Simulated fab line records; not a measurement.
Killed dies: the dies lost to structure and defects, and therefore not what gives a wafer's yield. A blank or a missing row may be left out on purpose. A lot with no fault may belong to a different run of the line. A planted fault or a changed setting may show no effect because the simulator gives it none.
Matching of chambers + flow berkeley-cmos170 + 4 sister chambers for UCB170_GATE_ETCH_15 on rie-si-02
The step etches poly-Si in HBr/Cl2, stops on SiO2, time 56.3 s, target depth 278.2 nm. 4 wafers are shown with their chamber, then 8 later ones without.

== WAFERS, EACH WITH ITS CHAMBER ==
| wafer  | chamber | throttle-valve-pct (%) |
|--------|---------|------------------------|
| L241.1 | 1       | 26.72                  |
| L243.5 | 2       | 26.15                  |
| L243.6 | 3       | 26.56                  |
| L249.1 | 0       | 26.38                  |

== WAFERS WHOSE CHAMBER IS MISSING ==
| wafer  | throttle-valve-pct (%) |
|--------|------------------------|
| L249.5 | 26.56                  |
| L249.6 | 26.15                  |
| L253.1 | 26.38                  |
| L253.2 | 26.58                  |
| L253.3 | 26.54                  |
| L258.4 | 26.39                  |
| L258.5 | 26.14                  |
| L258.6 | 26.56                  |

== WHICH CHAMBER EACH ONE RAN IN ==
| wafer  | from the rows above | in truth                   |
|--------|---------------------|----------------------------|
| L249.5 | 3                   | 3                          |
| L249.6 | 2                   | 2                          |
| L253.1 | 0                   | 0                          |
| L253.2 | 3                   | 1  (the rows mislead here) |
| L253.3 | 3                   | 3                          |
| L258.4 | 0                   | 0                          |
| L258.5 | 2                   | 2                          |
| L258.6 | 3                   | 3                          |
Correctly placed: 7 of 8. Can't be placed from these rows: 0. Wrongly placed: 1.
How it was worked out, from the rows above alone: a wafer's distance from a chamber is the root of the sum, over the readings, of the square of ((its reading less the chamber's mean) divided by the reading's scatter). If the next closest chamber is less than 2 further off than the closest, the wafer can't be placed; otherwise it belongs to the closest. A chamber's mean is the mean of its shown wafers. The scatter: root of mean squared gap, hidden wafer to nearest shown wafer, with one shown wafer a chamber.
